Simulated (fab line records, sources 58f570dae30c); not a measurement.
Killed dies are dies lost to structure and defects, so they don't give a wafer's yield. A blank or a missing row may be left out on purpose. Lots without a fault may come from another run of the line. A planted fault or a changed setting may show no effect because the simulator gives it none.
fab line records | flow berkeley_cmos170
record lots=15 wafers=45 last_day=12
route steps=331 shown PSD@182 CONTACT@227 M2@274
lots that met no fault: from a run of the same line without faults
start_h: hours from the record's first day to the start of the lot's first wafer shown | wait_h: hours since the lot's step before | " the same as in the row above | L1.1+2: a row that stands for several wafers | - no value, or no start given | * or withheld: withheld | < > ~ a bound
route shown NAME@n: a module of which the file shows steps, and the number in the route of the first | usual: mean/standard deviation of fault-free wafers | same: alike in all rows | chamber/n: place in a boat | sites: the reading at each site | _std_site: their standard deviation | _edge_site: outer sites' mean less inner sites' | radius_mm: how far each site lies from the wafer's centre | mask NAME#n: copy n | behind: the tool/chamber that last shaped the wafer | hold: why the lot was held/for how many hours/how that ended | device: the transistor (n, p or np) that didn't switch | end of line: the same wafers' tests at the end of the route | a step without rows: its recipe alone | killed: dies lost to structure and defects at the first sort, not the wafer's yield | map: a wafer's dies, x killed, . not, _ none there
set.NAME: the setting as run; set.NAME@STEP: as run at that earlier step | model.NAME: the simulator's own value behind a step, which no gauge read
steps of the route over a sample of lots; a table a step, a row a wafer
services: from which hour (start_h, from the record's first day; less than 0 if before it) a tool's chamber was out of use, for how many hours, and why
## steps
# step UCB170_PSD_OVL_MEAS_07
# usual PSD_OVL=-2/5.2
# columns lot.wafer tool chamber start_h wait_h PSD_OVL[nm]
L343.2 overlay-02 - 129.33 0.1 6
L343.4 " - " " -5
L343.6 " - " " -5
L347.1 overlay-02 - 146.54 0.1 -6
L347.2 " - " " -1
L347.3 " - " " -6
L346.2 overlay-02 - 146.82 0.1 -10
L346.4 " - " " -4
L346.6 " - " " -3
L348.1 overlay-02 - 158.73 0.1 -4
L348.2 " - " " -6
L348.5 " - " " 0
L349.1 overlay-02 - 158.85 0.1 -3
L349.4 " - " " 2
L349.5 " - " " 6
L350.1 overlay-02 - 172.20 0.1 0
L350.2 " - " " -4
L350.6 " - " " -7
L352.1 overlay-02 - 185.16 0.1 -13
L352.3 " - " " -6
L352.5 " - " " -7
L358.1 overlay-01 - 199.94 0.1 4
L358.2 " - " " 13
L358.3 " - " " -1
L357.3 overlay-01 - 200.23 0.1 -1
L357.4 " - " " -2
L357.5 " - " " 3
L359.2 overlay-02 - 209.17 0.1 -8
L359.3 " - " " -8
L359.4 " - " " -7
L360.2 overlay-01 - 221.60 0.1 -1
L360.3 " - " " 4
L360.6 " - " " -1
L361.2 overlay-02 - 221.87 0.1 -3
L361.3 " - " " -1
L361.6 " - " " -7
L363.2 overlay-02 - 237.02 0.1 -4
L363.3 " - " " -5
L363.6 " - " " -1
L362.2 overlay-01 - 237.30 0.1 5
L362.3 " - " " 3
L362.6 " - " " 8
L366.3 overlay-01 - 259.72 0.1 -1
L366.4 " - " " -3
L366.5 " - " " 8
# step UCB170_CONTACT_SOFTBAKE_11
# recipe resist=KrF temp_c=130 time_s=60
# usual heater_power_total_W=56.81/0.045 plate_temp_C=129.95/0.14
# columns lot.wafer tool chamber start_h wait_h heater_power_total_W plate_temp_C
L343.2 litho_track-02 0 138 - 56.84 129.88
L343.4 " 0 " " 56.85 129.67
L343.6 " 0 " " 56.81 129.72
L347.1 litho_track-04 0 154 - 56.82 129.90
L347.2 " 0 " " 56.76 129.75
L347.3 " 0 " " 56.80 129.75
L346.2 litho_track-04 0 156 - 56.80 129.92
L346.4 " 0 " " 56.74 129.90
L346.6 " 0 " " 56.85 129.88
L348.1 litho_track-02 0 167 - 56.74 130.01
L348.2 " 0 " " 56.80 129.88
L348.5 " 0 168 - 56.86 130.23
L349.1 litho_track-04 0 167 - 56.83 129.86
L349.4 " 0 168 - 56.77 130.02
L349.5 " 0 " " 56.78 129.91
L350.1 litho_track-04 0 179 - 56.78 129.72
L350.2 " 0 " " 56.81 129.71
L350.6 " 0 " " 56.85 129.91
L352.1 litho_track-03 0 193 - 56.72 129.88
L352.3 " 0 " " 56.81 129.93
L352.5 " 0 " " 56.84 129.88
L358.1 litho_track-03 0 208 - 56.82 129.97
L358.2 " 0 " " 56.83 129.88
L358.3 " 0 " " 56.81 129.66
L357.3 litho_track-04 0 213 - 57.68 131.51
L357.4 " 0 " " 57.72 131.61
L357.5 " 0 " " 57.64 131.84
L359.2 litho_track-04 0 218 - 57.80 131.53
L359.3 " 0 " " 57.70 131.48
L359.4 " 0 " " 57.72 131.44
L360.2 litho_track-02 0 230 - 56.82 129.64
L360.3 " 0 " " 56.80 129.91
L360.6 " 0 " " 56.83 129.89
L361.2 litho_track-04 0 230 - 57.70 131.58
L361.3 " 0 " " 57.65 131.60
L361.6 " 0 231 - 57.77 131.44
L362.2 litho_track-03 0 244 - 56.81 130.23
L362.3 " 0 " " 56.94 130.19
L362.6 " 0 " " 56.75 130.07
L363.2 litho_track-02 0 246 - 56.73 129.87
L363.3 " 0 " " 56.88 130.14
L363.6 " 0 " " 56.85 129.97
L366.3 litho_track-02 0 269 - 56.66 130.11
L366.4 " 0 " " 56.82 130.02
L366.5 " 0 " " 56.79 130.08
# step UCB170_CONTACT_CD_MEAS_15
# recipe target_cd_nm=700
# usual cd_nm=700.1/1.4
# columns lot.wafer tool chamber start_h wait_h cd_nm
L343.2 cd_sem-01 - 138.91 - 702.6
L343.4 " - " " 701.4
L343.6 " - " " 700.8
L347.1 cd_sem-02 - 154.61 - 701.1
L347.2 " - " " 701.2
L347.3 " - " " 700.0
L346.2 cd_sem-02 - 156.89 - 700.0
L346.4 " - " " 700.8
L346.6 " - " " 700.1
L348.1 cd_sem-01 - 168.64 - 701.2
L348.2 " - " " 699.9
L348.5 " - " " 700.0
L349.1 cd_sem-01 - 168.88 - 699.0
L349.4 " - " " 699.8
L349.5 " - " " 699.6
L350.1 cd_sem-02 - 180.30 - 699.3
L350.2 " - " " 700.7
L350.6 " - " " 700.0
L352.1 cd_sem-01 - 194.62 - 701.5
L352.3 " - " " 701.3
L352.5 " - " " 702.0
L358.1 cd_sem-01 - 209.31 - 701.8
L358.2 " - " " 700.8
L358.3 " - " " 698.9
L357.3 cd_sem-02 - 213.97 - 704.3
L357.4 " - " " 705.3
L357.5 " - " " 704.1
L359.2 cd_sem-02 - 219.04 - 701.7
L359.3 " - " " 701.7
L359.4 " - " " 702.5
L360.2 cd_sem-02 - 230.96 - 702.3
L360.3 " - " " 702.0
L360.6 " - " " 702.6
L361.2 cd_sem-02 - 231.60 - 704.9
L361.3 " - " " 707.1
L361.6 " - " " 705.6
L362.2 cd_sem-02 - 245.65 - 700.8
L362.3 " - " " 700.4
L362.6 " - " " 700.5
L363.2 cd_sem-02 - 246.73 - 700.1
L363.3 " - " " 701.9
L363.6 " - " " 700.3
L366.3 cd_sem-02 - 270.11 - 700.7
L366.4 " - " " 701.7
L366.5 " - " " 700.4
# step UCB170_M2_THK_MEAS_03
# recipe thk_meas_gauge=xrf reads=Al_of_M2_SPUTTER_01
# usual M2_AL_THK=905/12
# columns lot.wafer tool chamber start_h wait_h M2_AL_THK[nm]
L343.2 film_metro-02 - 150.45 0.1 917
L343.4 " - " " 909
L343.6 " - " " 918
L347.1 film_metro-04 - 166.35 0.1 893
L347.2 " - " " 905
L347.3 " - " " 916
L346.2 film_metro-02 - 166.60 0.1 899
L346.4 " - " " 919
L346.6 " - " " 920
L348.1 film_metro-02 - 180.77 0.1 889
L348.2 " - " " 900
L348.5 " - " " 902
L349.1 film_metro-02 - 181.02 0.1 887
L349.4 " - " " 896
L349.5 " - " " 894
L350.1 film_metro-03 - 190.68 0.1 908
L350.2 " - " " 894
L350.6 " - " " 904
L352.1 film_metro-02 - 205.48 0.1 926
L352.3 " - " " 922
L352.5 " - " " 912
L358.1 film_metro-02 - 219.73 0.1 911
L358.2 " - " " 887
L358.3 " - " " 896
L359.2 film_metro-02 - 227.78 0.1 904
L359.3 " - " " 910
L359.4 " - " " 908
L357.3 film_metro-02 - 228.38 0.1 898
L357.4 " - " " 915
L357.5 " - " " 918
L360.2 film_metro-02 - 240.03 0.1 902
L360.3 " - " " 916
L360.6 " - " " 909
L361.2 film_metro-04 - 240.18 0.1 892
L361.3 " - " " 896
L361.6 " - " " 903
L362.2 film_metro-03 - 252.76 0.1 905
L362.3 " - " " 888
L362.6 " - " " 913
L363.2 film_metro-02 - 256.71 0.1 908
L363.3 " - " " 917
L363.6 " - " " 902
L366.3 film_metro-03 - 280.36 0.1 899
L366.4 " - " " 893
L366.5 " - " " 899
# step UCB170_M2_STRIP_07
# recipe chemistry=O2 power_w=400 pressure_mtorr=3500 platen_temp_c=withheld o2_flow_sccm=400 overash_fraction=0.5
# usual drypump_motor_current_A=5.6/0.39 oes_product_au=0.735/0.0048 strip_time_to_endpoint_s=21.96/0.054
# columns lot.wafer tool chamber start_h wait_h drypump_motor_current_A oes_product_au rf_hours_counter_h strip_time_to_endpoint_s
L343.2 plasma_asher-01 0 150.95 0.1 5.5 0.732 3 21.97
L343.4 " 0 " " 5.4 0.737 - 21.89
L343.6 " 1 " " 5.2 0.742 - 21.91
L347.1 plasma_asher-01 0 166.86 0.1 5.5 0.729 5 21.96
L347.2 " 1 " " 5.2 0.743 5 21.94
L347.3 " 1 " " 5.2 0.735 - 21.96
L346.2 plasma_asher-03 0 167.10 0.1 5.6 0.738 40 21.88
L346.4 " 1 " " 5.5 0.738 - 21.93
L346.6 " 0 " " 5.6 0.738 - 21.89
L348.1 plasma_asher-03 1 181.28 0.1 5.5 0.737 41 21.97
L348.2 " 0 " " 5.6 0.732 41 21.91
L348.5 " 1 " " 5.5 0.737 - 21.91
L349.1 plasma_asher-01 1 181.53 0.1 5.2 0.728 6 22.00
L349.4 " 0 " " 5.4 0.730 - 22.06
L349.5 " 1 " " 5.2 0.732 - 21.99
L350.1 plasma_asher-01 1 191.37 0.1 5.2 0.733 7 21.96
L350.2 " 0 " " 5.5 0.736 7 22.00
L350.6 " 0 " " 5.4 0.732 - 22.00
L352.1 plasma_asher-02 0 205.99 0.1 6.5 0.737 57 21.97
L352.3 " 1 " " 5.7 0.734 - 21.90
L352.5 " 0 " " 6.5 0.736 - 21.99
L358.1 plasma_asher-01 1 220.24 0.1 5.2 0.726 10 21.93
L358.2 " 0 " " 5.5 0.728 10 22.01
L358.3 " 1 " " 5.2 0.736 - 22.01
L359.2 plasma_asher-03 1 228.28 0.1 5.5 0.728 46 21.98
L359.3 " 1 " " 5.5 0.743 - 21.94
L359.4 " 0 " " 5.6 0.728 - 22.00
L357.3 plasma_asher-01 1 228.90 0.1 5.2 0.731 - 21.93
L357.4 " 0 " " 5.5 0.735 - 21.91
L357.5 " 1 " " 5.2 0.732 - 21.87
L360.2 plasma_asher-02 1 240.53 0.1 5.8 0.740 61 22.06
L360.3 " 0 " " 6.5 0.730 - 22.00
L360.6 " 0 " " 6.5 0.732 - 22.05
L361.2 plasma_asher-01 0 240.68 0.1 5.5 0.743 12 21.86
L361.3 " 0 " " 5.5 0.737 - 21.89
L361.6 " 1 " " 5.2 0.743 - 21.89
L362.2 plasma_asher-01 0 253.26 0.1 5.4 0.722 14 22.00
L362.3 " 1 " " 5.2 0.732 - 22.01
L362.6 " 1 " " 5.2 0.736 - 21.99
L363.2 plasma_asher-01 0 257.21 0.1 5.5 0.740 14 21.97
L363.3 " 0 " " 5.4 0.737 - 21.93
L363.6 " 1 " " 5.2 0.740 - 21.92
L366.3 plasma_asher-02 0 280.89 0.1 6.5 0.743 - 22.00
L366.4 " 1 " " 5.8 0.737 - 22.07
L366.5 " 1 " " 5.8 0.734 - 22.02
## services
# columns tool chamber start_h hours kind
plasma_asher-01 0 117.75 - clean
plasma_asher-01 1 117.75 - clean
plasma_asher-01 - 160.74 2.9 repair
plasma_asher-01 - 182.52 1.3 repair
plasma_asher-02 - 266.27 1.8 repair
## key
first_sign step=UCB170_CONTACT_SOFTBAKE_11 reading=heater_power_total_W direction=up sigmas=20 usual=56.81 struck=57.71
effect step=UCB170_CONTACT_SOFTBAKE_11 reading=plate_temp_C direction=up sigmas=12 usual=* struck=*
effect step=UCB170_CONTACT_CD_MEAS_15 reading=cd_nm direction=up sigmas=3 usual=700.1 struck=704.1 through=control_loop
met_at UCB170_CONTACT_SOFTBAKE_11
struck_lots L357,L359,L361
tester_left_out L357,L359,L361
loop_trim step=UCB170_CONTACT_EXPOSE_12 setting=dose lots=L359
not_acting_at UCB170_PSD_OVL_MEAS_07,UCB170_M2_THK_MEAS_03,UCB170_M2_STRIP_07
onset_between 179 213
fault kind=process_parameter_drift tool=litho_track-04 chamber=- onset_h=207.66 steps=UCB170_CONTACT_SOFTBAKE_11 channel=temp_c offset=* shape=step end_h=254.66 acts_in=* stated=*
# tester_left_out: of these lots the tester's yield and bins aren't shown, on N5 and GAA mostly nor the transistor test; their killed dies are dies lost to structure and defects alone, not to doping, threshold or leakage, so they don't give the yield
# loop_trim: a control loop set the setting to another value than it would have without faults
